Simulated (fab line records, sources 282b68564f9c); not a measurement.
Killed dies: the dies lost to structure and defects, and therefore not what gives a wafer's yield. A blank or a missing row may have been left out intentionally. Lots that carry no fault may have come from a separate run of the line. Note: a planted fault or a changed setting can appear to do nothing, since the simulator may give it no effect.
fab line records / flow rit-cmos
record: lots: 15 wafers: 45 last-day: 7
route steps=202 shown PLDD@122 M1@202
lots that met no fault: from a run of the same line without faults
start-h: the number of hours between the record's first day and the start of the first shown wafer of the lot / wait-h: how many hours have passed since the lot's step before this one / " identical to the entry in the row above / L1.1+2: several wafers, shown together as one row / - either no value or no given start / * or withheld: withheld / < > ~ a bound
route shown NAME@n: NAME is a module with steps in the file, n the number in the route of the first one / usual: mean/standard deviation of fault-free wafers / same: alike in all rows / chamber/n: place in a boat / sites: readings site by site / _std_site: the standard deviation of these / _edge_site: the outer-site mean with the inner-site mean subtracted / radius-mm: for every site, how far away it sits from the centre of the wafer / mask NAME#n: copy n / behind: tool/chamber where the wafer was last shaped / hold: what put the lot on hold/how long, in hours/how the hold closed / device: transistor that didn't switch, given as n, p or np / end of line: the route-end tests of the same wafers / where a step has no rows: the recipe by itself / killed: the dies lost at the first sort to structure and to defects; this is not the yield of the wafer / map: dies across one wafer; x = killed, . = not, _ = none there
set.NAME: the setting the step ran with; set.NAME@STEP: the setting that earlier step ran with / model.NAME: the simulator's own value behind a step, which no gauge read
one table for each step of the route and one row for each wafer, over a sample of lots
services: when a tool's chamber went out of use (start-h, in hours from the record's first day, below 0 if earlier), for how many hours, and the reason
== steps ==
step: RIT_PLDD_IMPLANT_08
recipe: species: BF2 energy-kev: 20 dose-cm2: 9e+14 tilt-deg: 7
usual: dose-ions-cm2: 9e+14/1e+12
lot.wafer=L503.3 tool=implanter-03 chamber=0 start-h=59.69 wait-h=0.1 dose-ions-cm2=8.996e+14
lot.wafer=L503.5 tool=implanter-03 chamber=0 start-h=59.69 wait-h=0.1 dose-ions-cm2=9e+14
lot.wafer=L503.6 tool=implanter-03 chamber=0 start-h=59.69 wait-h=0.1 dose-ions-cm2=8.989e+14
lot.wafer=L505.1 tool=implanter-04 chamber=0 start-h=65.45 wait-h=0.1 dose-ions-cm2=8.996e+14
lot.wafer=L505.3 tool=implanter-04 chamber=0 start-h=65.45 wait-h=0.1 dose-ions-cm2=9e+14
lot.wafer=L505.5 tool=implanter-04 chamber=0 start-h=65.45 wait-h=0.1 dose-ions-cm2=8.993e+14
lot.wafer=L504.2 tool=implanter-03 chamber=0 start-h=65.71 wait-h=0.1 dose-ions-cm2=8.991e+14
lot.wafer=L504.4 tool=implanter-03 chamber=0 start-h=65.71 wait-h=0.1 dose-ions-cm2=8.995e+14
lot.wafer=L504.6 tool=implanter-03 chamber=0 start-h=65.71 wait-h=0.1 dose-ions-cm2=9.007e+14
lot.wafer=L507.1 tool=implanter-03 chamber=0 start-h=73.44 wait-h=0.1 dose-ions-cm2=9.004e+14
lot.wafer=L507.3 tool=implanter-03 chamber=0 start-h=73.44 wait-h=0.1 dose-ions-cm2=9.005e+14
lot.wafer=L507.6 tool=implanter-03 chamber=0 start-h=73.44 wait-h=0.1 dose-ions-cm2=8.985e+14
lot.wafer=L507.1 tool=implanter-03 chamber=0 start-h=73.75 wait-h=0.3 dose-ions-cm2=8.999e+14
lot.wafer=L507.3 tool=implanter-03 chamber=0 start-h=73.75 wait-h=0.3 dose-ions-cm2=8.998e+14
lot.wafer=L507.6 tool=implanter-03 chamber=0 start-h=73.75 wait-h=0.3 dose-ions-cm2=9e+14
lot.wafer=L508.3 tool=implanter-03 chamber=0 start-h=82.17 wait-h=0.1 dose-ions-cm2=8.99e+14
lot.wafer=L508.4 tool=implanter-03 chamber=0 start-h=82.17 wait-h=0.1 dose-ions-cm2=9.006e+14
lot.wafer=L508.5 tool=implanter-03 chamber=0 start-h=82.17 wait-h=0.1 dose-ions-cm2=9.006e+14
lot.wafer=L508.3 tool=implanter-03 chamber=0 start-h=82.49 wait-h=0.3 dose-ions-cm2=8.986e+14
lot.wafer=L508.4 tool=implanter-03 chamber=0 start-h=82.49 wait-h=0.3 dose-ions-cm2=8.99e+14
lot.wafer=L508.5 tool=implanter-03 chamber=0 start-h=82.49 wait-h=0.3 dose-ions-cm2=8.989e+14
lot.wafer=L512.1 tool=implanter-03 chamber=0 start-h=94.67 wait-h=0.1 dose-ions-cm2=9.001e+14
lot.wafer=L512.4 tool=implanter-03 chamber=0 start-h=94.67 wait-h=0.1 dose-ions-cm2=8.994e+14
lot.wafer=L512.5 tool=implanter-03 chamber=0 start-h=94.67 wait-h=0.1 dose-ions-cm2=8.994e+14
lot.wafer=L515.2 tool=implanter-03 chamber=0 start-h=107.36 wait-h=0.1 dose-ions-cm2=8.997e+14
lot.wafer=L515.4 tool=implanter-03 chamber=0 start-h=107.36 wait-h=0.1 dose-ions-cm2=9.009e+14
lot.wafer=L515.6 tool=implanter-03 chamber=0 start-h=107.36 wait-h=0.1 dose-ions-cm2=9.005e+14
lot.wafer=L515.2 tool=implanter-03 chamber=0 start-h=107.68 wait-h=0.3 dose-ions-cm2=8.999e+14
lot.wafer=L515.4 tool=implanter-03 chamber=0 start-h=107.68 wait-h=0.3 dose-ions-cm2=8.992e+14
lot.wafer=L515.6 tool=implanter-03 chamber=0 start-h=107.68 wait-h=0.3 dose-ions-cm2=8.987e+14
lot.wafer=L516.1 tool=implanter-04 chamber=0 start-h=109.70 wait-h=0.1 dose-ions-cm2=8.995e+14
lot.wafer=L516.3 tool=implanter-04 chamber=0 start-h=109.70 wait-h=0.1 dose-ions-cm2=9.004e+14
lot.wafer=L516.5 tool=implanter-04 chamber=0 start-h=109.70 wait-h=0.1 dose-ions-cm2=9e+14
lot.wafer=L518.2 tool=implanter-04 chamber=0 start-h=120.00 wait-h=0.1 dose-ions-cm2=9.008e+14
lot.wafer=L518.3 tool=implanter-04 chamber=0 start-h=120.00 wait-h=0.1 dose-ions-cm2=9.03e+14
lot.wafer=L518.6 tool=implanter-04 chamber=0 start-h=120.00 wait-h=0.1 dose-ions-cm2=9.025e+14
lot.wafer=L519.2 tool=implanter-04 chamber=0 start-h=124.95 wait-h=0.1 dose-ions-cm2=8.996e+14
lot.wafer=L519.3 tool=implanter-04 chamber=0 start-h=124.95 wait-h=0.1 dose-ions-cm2=8.995e+14
lot.wafer=L519.6 tool=implanter-04 chamber=0 start-h=124.95 wait-h=0.1 dose-ions-cm2=9e+14
lot.wafer=L520.1 tool=implanter-03 chamber=0 start-h=127.79 wait-h=0.1 dose-ions-cm2=8.99e+14
lot.wafer=L520.2 tool=implanter-03 chamber=0 start-h=127.79 wait-h=0.1 dose-ions-cm2=9e+14
lot.wafer=L520.4 tool=implanter-03 chamber=0 start-h=127.79 wait-h=0.1 dose-ions-cm2=9.001e+14
lot.wafer=L523.1 tool=implanter-03 chamber=0 start-h=146.87 wait-h=0.1 dose-ions-cm2=8.998e+14
lot.wafer=L523.2 tool=implanter-03 chamber=0 start-h=146.87 wait-h=0.1 dose-ions-cm2=9.006e+14
lot.wafer=L523.5 tool=implanter-03 chamber=0 start-h=146.87 wait-h=0.1 dose-ions-cm2=9.024e+14
lot.wafer=L524.4 tool=implanter-02 chamber=0 start-h=153.35 wait-h=0.1 dose-ions-cm2=8.994e+14
lot.wafer=L524.5 tool=implanter-02 chamber=0 start-h=153.35 wait-h=0.1 dose-ions-cm2=9.002e+14
lot.wafer=L524.6 tool=implanter-02 chamber=0 start-h=153.35 wait-h=0.1 dose-ions-cm2=9.021e+14
lot.wafer=L525.4 tool=implanter-02 chamber=0 start-h=157.87 wait-h=0.1 dose-ions-cm2=8.998e+14
lot.wafer=L525.5 tool=implanter-02 chamber=0 start-h=157.87 wait-h=0.1 dose-ions-cm2=8.988e+14
lot.wafer=L525.6 tool=implanter-02 chamber=0 start-h=157.87 wait-h=0.1 dose-ions-cm2=8.999e+14
lot.wafer=L526.1 tool=implanter-04 chamber=0 start-h=162.31 wait-h=0.1 dose-ions-cm2=9.018e+14
lot.wafer=L526.5 tool=implanter-04 chamber=0 start-h=162.31 wait-h=0.1 dose-ions-cm2=9e+14
lot.wafer=L526.6 tool=implanter-04 chamber=0 start-h=162.31 wait-h=0.1 dose-ions-cm2=9.007e+14
step: RIT_PLDD_TW_MEAS_10
usual: PLDD_TW: 2351/27
lot.wafer=L503.3 tool=film-metro-03 chamber=- start-h=59.98 wait-h=0.1 PLDD_TW=2376
lot.wafer=L503.5 tool=film-metro-03 chamber=- start-h=59.98 wait-h=0.1 PLDD_TW=2376
lot.wafer=L503.6 tool=film-metro-03 chamber=- start-h=59.98 wait-h=0.1 PLDD_TW=2386
lot.wafer=L505.1 tool=film-metro-01 chamber=- start-h=65.78 wait-h=0.1 PLDD_TW=2329
lot.wafer=L505.3 tool=film-metro-01 chamber=- start-h=65.78 wait-h=0.1 PLDD_TW=2314
lot.wafer=L505.5 tool=film-metro-01 chamber=- start-h=65.78 wait-h=0.1 PLDD_TW=2327
lot.wafer=L504.2 tool=film-metro-03 chamber=- start-h=66.02 wait-h=0.1 PLDD_TW=2384
lot.wafer=L504.4 tool=film-metro-03 chamber=- start-h=66.02 wait-h=0.1 PLDD_TW=2388
lot.wafer=L504.6 tool=film-metro-03 chamber=- start-h=66.02 wait-h=0.1 PLDD_TW=2390
lot.wafer=L507.1 tool=film-metro-04 chamber=- start-h=74.08 wait-h=0.1 PLDD_TW=2750
lot.wafer=L507.3 tool=film-metro-04 chamber=- start-h=74.08 wait-h=0.1 PLDD_TW=2747
lot.wafer=L507.6 tool=film-metro-04 chamber=- start-h=74.08 wait-h=0.1 PLDD_TW=2745
lot.wafer=L508.3 tool=film-metro-04 chamber=- start-h=82.78 wait-h=0.1 PLDD_TW=2744
lot.wafer=L508.4 tool=film-metro-04 chamber=- start-h=82.78 wait-h=0.1 PLDD_TW=2751
lot.wafer=L508.5 tool=film-metro-04 chamber=- start-h=82.78 wait-h=0.1 PLDD_TW=2763
lot.wafer=L512.1 tool=film-metro-03 chamber=- start-h=94.99 wait-h=0.1 PLDD_TW=2369
lot.wafer=L512.4 tool=film-metro-03 chamber=- start-h=94.99 wait-h=0.1 PLDD_TW=2379
lot.wafer=L512.5 tool=film-metro-03 chamber=- start-h=94.99 wait-h=0.1 PLDD_TW=2373
lot.wafer=L515.2 tool=film-metro-04 chamber=- start-h=107.99 wait-h=0.1 PLDD_TW=2755
lot.wafer=L515.4 tool=film-metro-04 chamber=- start-h=107.99 wait-h=0.1 PLDD_TW=2734
lot.wafer=L515.6 tool=film-metro-04 chamber=- start-h=107.99 wait-h=0.1 PLDD_TW=2713
lot.wafer=L516.1 tool=film-metro-01 chamber=- start-h=110.03 wait-h=0.1 PLDD_TW=2319
lot.wafer=L516.3 tool=film-metro-01 chamber=- start-h=110.03 wait-h=0.1 PLDD_TW=2315
lot.wafer=L516.5 tool=film-metro-01 chamber=- start-h=110.03 wait-h=0.1 PLDD_TW=2328
lot.wafer=L518.2 tool=film-metro-04 chamber=- start-h=120.31 wait-h=0.1 PLDD_TW=2336
lot.wafer=L518.3 tool=film-metro-04 chamber=- start-h=120.31 wait-h=0.1 PLDD_TW=2344
lot.wafer=L518.6 tool=film-metro-04 chamber=- start-h=120.31 wait-h=0.1 PLDD_TW=2336
lot.wafer=L519.2 tool=film-metro-04 chamber=- start-h=125.26 wait-h=0.1 PLDD_TW=2336
lot.wafer=L519.3 tool=film-metro-04 chamber=- start-h=125.26 wait-h=0.1 PLDD_TW=2338
lot.wafer=L519.6 tool=film-metro-04 chamber=- start-h=125.26 wait-h=0.1 PLDD_TW=2327
lot.wafer=L520.1 tool=film-metro-03 chamber=- start-h=128.11 wait-h=0.1 PLDD_TW=2390
lot.wafer=L520.2 tool=film-metro-03 chamber=- start-h=128.11 wait-h=0.1 PLDD_TW=2374
lot.wafer=L520.4 tool=film-metro-03 chamber=- start-h=128.11 wait-h=0.1 PLDD_TW=2389
lot.wafer=L523.1 tool=film-metro-01 chamber=- start-h=147.20 wait-h=0.1 PLDD_TW=2321
lot.wafer=L523.2 tool=film-metro-01 chamber=- start-h=147.20 wait-h=0.1 PLDD_TW=2325
lot.wafer=L523.5 tool=film-metro-01 chamber=- start-h=147.20 wait-h=0.1 PLDD_TW=2321
lot.wafer=L524.4 tool=film-metro-04 chamber=- start-h=153.63 wait-h=0.1 PLDD_TW=2345
lot.wafer=L524.5 tool=film-metro-04 chamber=- start-h=153.63 wait-h=0.1 PLDD_TW=2346
lot.wafer=L524.6 tool=film-metro-04 chamber=- start-h=153.63 wait-h=0.1 PLDD_TW=2333
lot.wafer=L525.4 tool=film-metro-01 chamber=- start-h=158.15 wait-h=0.1 PLDD_TW=2321
lot.wafer=L525.5 tool=film-metro-01 chamber=- start-h=158.15 wait-h=0.1 PLDD_TW=2316
lot.wafer=L525.6 tool=film-metro-01 chamber=- start-h=158.15 wait-h=0.1 PLDD_TW=2302
lot.wafer=L526.1 tool=film-metro-04 chamber=- start-h=162.63 wait-h=0.1 PLDD_TW=2331
lot.wafer=L526.5 tool=film-metro-04 chamber=- start-h=162.63 wait-h=0.1 PLDD_TW=2355
lot.wafer=L526.6 tool=film-metro-04 chamber=- start-h=162.63 wait-h=0.1 PLDD_TW=2346
step: RIT_SDANNEAL_RS_MEAS_06
recipe: thk-meas-gauge: four-point-probe
usual: PLDD_RS: 178.6/0.39
lot.wafer=L503.3 tool=film-metro-01 chamber=- start-h=66.68 wait-h=0.1 PLDD_RS[ohm/sq]=178.3
lot.wafer=L503.5 tool=film-metro-01 chamber=- start-h=66.68 wait-h=0.1 PLDD_RS[ohm/sq]=178.8
lot.wafer=L503.6 tool=film-metro-01 chamber=- start-h=66.68 wait-h=0.1 PLDD_RS[ohm/sq]=178.6
lot.wafer=L505.1 tool=film-metro-04 chamber=- start-h=72.28 wait-h=0.1 PLDD_RS[ohm/sq]=178.6
lot.wafer=L505.3 tool=film-metro-04 chamber=- start-h=72.28 wait-h=0.1 PLDD_RS[ohm/sq]=178.6
lot.wafer=L505.5 tool=film-metro-04 chamber=- start-h=72.28 wait-h=0.1 PLDD_RS[ohm/sq]=178.6
lot.wafer=L504.2 tool=film-metro-01 chamber=- start-h=72.68 wait-h=0.1 PLDD_RS[ohm/sq]=178.1
lot.wafer=L504.4 tool=film-metro-01 chamber=- start-h=72.68 wait-h=0.1 PLDD_RS[ohm/sq]=178.6
lot.wafer=L504.6 tool=film-metro-01 chamber=- start-h=72.68 wait-h=0.1 PLDD_RS[ohm/sq]=178.5
lot.wafer=L507.1 tool=film-metro-03 chamber=- start-h=83.88 wait-h=0.1 PLDD_RS[ohm/sq]=151.5
lot.wafer=L507.3 tool=film-metro-03 chamber=- start-h=83.88 wait-h=0.1 PLDD_RS[ohm/sq]=151.5
lot.wafer=L507.6 tool=film-metro-03 chamber=- start-h=83.88 wait-h=0.1 PLDD_RS[ohm/sq]=151.7
lot.wafer=L508.3 tool=film-metro-01 chamber=- start-h=89.63 wait-h=0.1 PLDD_RS[ohm/sq]=152.0
lot.wafer=L508.4 tool=film-metro-01 chamber=- start-h=89.63 wait-h=0.1 PLDD_RS[ohm/sq]=151.5
lot.wafer=L508.5 tool=film-metro-01 chamber=- start-h=89.63 wait-h=0.1 PLDD_RS[ohm/sq]=152.1
lot.wafer=L512.1 tool=film-metro-01 chamber=- start-h=101.73 wait-h=0.1 PLDD_RS[ohm/sq]=178.6
lot.wafer=L512.4 tool=film-metro-01 chamber=- start-h=101.73 wait-h=0.1 PLDD_RS[ohm/sq]=179.3
lot.wafer=L512.5 tool=film-metro-01 chamber=- start-h=101.73 wait-h=0.1 PLDD_RS[ohm/sq]=178.2
lot.wafer=L516.1 tool=film-metro-03 chamber=- start-h=116.49 wait-h=0.1 PLDD_RS[ohm/sq]=177.9
lot.wafer=L516.3 tool=film-metro-03 chamber=- start-h=116.49 wait-h=0.1 PLDD_RS[ohm/sq]=178.5
lot.wafer=L516.5 tool=film-metro-03 chamber=- start-h=116.49 wait-h=0.1 PLDD_RS[ohm/sq]=178.5
lot.wafer=L515.2 tool=film-metro-01 chamber=- start-h=116.50 wait-h=0.1 PLDD_RS[ohm/sq]=151.9
lot.wafer=L515.4 tool=film-metro-01 chamber=- start-h=116.50 wait-h=0.1 PLDD_RS[ohm/sq]=151.4
lot.wafer=L515.6 tool=film-metro-01 chamber=- start-h=116.50 wait-h=0.1 PLDD_RS[ohm/sq]=151.7
lot.wafer=L518.2 tool=film-metro-04 chamber=- start-h=126.43 wait-h=0.1 PLDD_RS[ohm/sq]=177.9
lot.wafer=L518.3 tool=film-metro-04 chamber=- start-h=126.43 wait-h=0.1 PLDD_RS[ohm/sq]=178.5
lot.wafer=L518.6 tool=film-metro-04 chamber=- start-h=126.43 wait-h=0.1 PLDD_RS[ohm/sq]=178.6
lot.wafer=L519.2 tool=film-metro-01 chamber=- start-h=131.55 wait-h=0.1 PLDD_RS[ohm/sq]=178.3
lot.wafer=L519.3 tool=film-metro-01 chamber=- start-h=131.55 wait-h=0.1 PLDD_RS[ohm/sq]=178.8
lot.wafer=L519.6 tool=film-metro-01 chamber=- start-h=131.55 wait-h=0.1 PLDD_RS[ohm/sq]=178.1
lot.wafer=L520.1 tool=film-metro-01 chamber=- start-h=134.44 wait-h=0.1 PLDD_RS[ohm/sq]=178.7
lot.wafer=L520.2 tool=film-metro-01 chamber=- start-h=134.44 wait-h=0.1 PLDD_RS[ohm/sq]=178.6
lot.wafer=L520.4 tool=film-metro-01 chamber=- start-h=134.44 wait-h=0.1 PLDD_RS[ohm/sq]=178.8
lot.wafer=L523.1 tool=film-metro-03 chamber=- start-h=153.31 wait-h=0.1 PLDD_RS[ohm/sq]=178.7
lot.wafer=L523.2 tool=film-metro-03 chamber=- start-h=153.31 wait-h=0.1 PLDD_RS[ohm/sq]=178.7
lot.wafer=L523.5 tool=film-metro-03 chamber=- start-h=153.31 wait-h=0.1 PLDD_RS[ohm/sq]=179.3
lot.wafer=L524.4 tool=film-metro-04 chamber=- start-h=159.91 wait-h=0.1 PLDD_RS[ohm/sq]=179.2
lot.wafer=L524.5 tool=film-metro-04 chamber=- start-h=159.91 wait-h=0.1 PLDD_RS[ohm/sq]=178.6
lot.wafer=L524.6 tool=film-metro-04 chamber=- start-h=159.91 wait-h=0.1 PLDD_RS[ohm/sq]=178.6
lot.wafer=L525.4 tool=film-metro-03 chamber=- start-h=165.39 wait-h=0.1 PLDD_RS[ohm/sq]=178.8
lot.wafer=L525.5 tool=film-metro-03 chamber=- start-h=165.39 wait-h=0.1 PLDD_RS[ohm/sq]=178.2
lot.wafer=L525.6 tool=film-metro-03 chamber=- start-h=165.39 wait-h=0.1 PLDD_RS[ohm/sq]=178.8
lot.wafer=L526.1 tool=film-metro-04 chamber=- start-h=169.06 wait-h=0.1 PLDD_RS[ohm/sq]=178.7
lot.wafer=L526.5 tool=film-metro-04 chamber=- start-h=169.06 wait-h=0.1 PLDD_RS[ohm/sq]=178.5
lot.wafer=L526.6 tool=film-metro-04 chamber=- start-h=169.06 wait-h=0.1 PLDD_RS[ohm/sq]=178.8
step: RIT_M1_PROBE_99
usual: killed_at_M0_to_M3: 0.0/0.083 killed-at-contacts: 0.1/0.38 killed-at-front-end: 7/3.2 killed-dies: 7/3.2 killed-open: 3.6/2.1 killed-short: 3.5/2
same: gross-dies: 264 killed_at_M4_up: 0 killed-at-back-side: 0 killed-at-other: 0
lot.wafer=L507.1 tool=prober-01 chamber=- start-h=92.48 wait-h=0.1 killed_at_M0_to_M3=0 killed-at-contacts=0 killed-at-front-end=7 killed-dies=7 killed-open=3 killed-short=4
lot.wafer=L507.3 tool=prober-01 chamber=- start-h=92.58 wait-h=0.2 killed_at_M0_to_M3=0 killed-at-contacts=0 killed-at-front-end=6 killed-dies=6 killed-open=3 killed-short=3
lot.wafer=L507.6 tool=prober-01 chamber=- start-h=92.73 wait-h=0.2 killed_at_M0_to_M3=0 killed-at-contacts=0 killed-at-front-end=10 killed-dies=10 killed-open=3 killed-short=7
lot.wafer=L508.3 tool=prober-02 chamber=- start-h=97.84 wait-h=0.2 killed_at_M0_to_M3=0 killed-at-contacts=0 killed-at-front-end=13 killed-dies=13 killed-open=8 killed-short=5
lot.wafer=L508.4 tool=prober-02 chamber=- start-h=97.89 wait-h=0.2 killed_at_M0_to_M3=0 killed-at-contacts=0 killed-at-front-end=8 killed-dies=8 killed-open=4 killed-short=4
lot.wafer=L508.5 tool=prober-02 chamber=- start-h=97.94 wait-h=0.2 killed_at_M0_to_M3=0 killed-at-contacts=0 killed-at-front-end=3 killed-dies=3 killed-open=0 killed-short=3
lot.wafer=L515.2 tool=prober-01 chamber=- start-h=124.68 wait-h=0.1 killed_at_M0_to_M3=0 killed-at-contacts=0 killed-at-front-end=11 killed-dies=11 killed-open=2 killed-short=9
lot.wafer=L515.4 tool=prober-01 chamber=- start-h=124.78 wait-h=0.2 killed_at_M0_to_M3=0 killed-at-contacts=0 killed-at-front-end=5 killed-dies=5 killed-open=4 killed-short=1
lot.wafer=L515.6 tool=prober-01 chamber=- start-h=124.88 wait-h=0.2 killed_at_M0_to_M3=0 killed-at-contacts=0 killed-at-front-end=3 killed-dies=3 killed-open=2 killed-short=1
lot.wafer=L519.2 tool=prober-01 chamber=- start-h=139.81 wait-h=0.1 killed_at_M0_to_M3=0 killed-at-contacts=0 killed-at-front-end=9 killed-dies=9 killed-open=5 killed-short=4
lot.wafer=L519.3 tool=prober-01 chamber=- start-h=139.86 wait-h=0.2 killed_at_M0_to_M3=0 killed-at-contacts=0 killed-at-front-end=9 killed-dies=9 killed-open=3 killed-short=6
lot.wafer=L519.6 tool=prober-01 chamber=- start-h=140.01 wait-h=0.2 killed_at_M0_to_M3=0 killed-at-contacts=0 killed-at-front-end=4 killed-dies=4 killed-open=4 killed-short=0
killed by level:class
L507.1 REOX:geometric-particle:short=2 GATE:geometric-particle:short=1 GATE:geometric-particle:open=1 REOX:geometric-particle:open=1 SPACER:geometric-particle:short=1 SILICIDE:geometric-particle:open=1
L507.3 FOX1:geometric-particle:short=1 FOX2:geometric-particle:open=1 GATE:geometric-particle:open=1 GATE:geometric-particle:short=1 REOX:geometric-particle:short=1 SPACER:geometric-particle:open=1
L507.6 GATE:geometric-particle:short=5 FOX1:geometric-particle:open=1 FOX1:geometric-particle:short=1 GATE:geometric-particle:open=1 REOX:geometric-particle:open=1 SILICIDE:geometric-particle:short=1
L508.3 SILICIDE:geometric-particle:open=4 GATE:geometric-particle:open=2 FOX1:geometric-particle:short=1 FOX1:geometric-particle:open=1 FOX2:geometric-particle:short=1 GATE:geometric-particle:short=1 REOX:geometric-particle:short=1 SPACER:geometric-particle:short=1
L508.4 GATE:geometric-particle:short=2 REOX:geometric-particle:short=2 SPACER:geometric-particle:open=2 FOX1:geometric-particle:open=1 GATE:geometric-particle:open=1
L508.5 GATE:geometric-particle:short=3
L515.2 GATE:geometric-particle:short=4 SPACER:geometric-particle:short=3 SPACER:geometric-particle:open=2 FOX2:geometric-particle:short=1 SILICIDE:geometric-particle:short=1
L515.4 SPACER:geometric-particle:open=3 GATE:geometric-particle:short=1 SILICIDE:geometric-particle:open=1
L515.6 ACTIVE:geometric-particle:short=1 FOX1:geometric-particle:open=1 REOX:geometric-particle:open=1
L519.2 GATE:geometric-particle:short=3 GATE:geometric-particle:open=2 FOX1:geometric-particle:open=1 REOX:geometric-particle:short=1 SPACER:geometric-particle:open=1 SILICIDE:geometric-particle:open=1
L519.3 FOX1:geometric-particle:short=2 GATE:geometric-particle:short=2 GATE:geometric-particle:open=1 REOX:geometric-particle:open=1 REOX:geometric-particle:short=1 SPACER:geometric-particle:short=1 SILICIDE:geometric-particle:open=1
L519.6 REOX:geometric-particle:open=2 SPACER:geometric-particle:open=2
== services ==
tool=implanter-04 chamber=- start-h=36.21 hours=2.1 kind=repair
tool=implanter-02 chamber=- start-h=41.45 hours=1.7 kind=repair
tool=implanter-03 chamber=- start-h=45.43 hours=5.1 kind=repair
tool=implanter-04 chamber=- start-h=78.57 hours=3.8 kind=pm
tool=implanter-02 chamber=- start-h=85.54 hours=1.1 kind=repair
tool=implanter-03 chamber=- start-h=119.76 hours=7.8 kind=repair
tool=implanter-04 chamber=- start-h=133.82 hours=3.4 kind=pm
tool=implanter-03 chamber=- start-h=147.86 hours=17.0 kind=repair
== key ==
first-sign: step: RIT_PLDD_IMPLANT_08 reading: visit direction: added
effect: step: RIT_PLDD_TW_MEAS_10 reading: PLDD_TW direction: up sigmas: 15 usual: 2351 struck: 2745
effect: step: RIT_SDANNEAL_RS_MEAS_06 reading: PLDD_RS direction: down sigmas: 70 usual: 178.6 struck: 151.7
met-at RIT_PLDD_IMPLANT_08
struck-lots L507,L508,L515
tester-left-out L507,L508,L515
fault: kind: repeated-step-whole tool: implanter-02,implanter-03,implanter-04 chamber: - onset-h: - steps: RIT_PLDD_IMPLANT_08 times: 1 scope: struck-lots-only
tester-left-out: of these lots the tester's yield and bins aren't shown, on N5 and GAA mostly nor the transistor test; their killed dies are dies lost to structure and defects alone, not to doping, threshold or leakage, so they don't give the yield
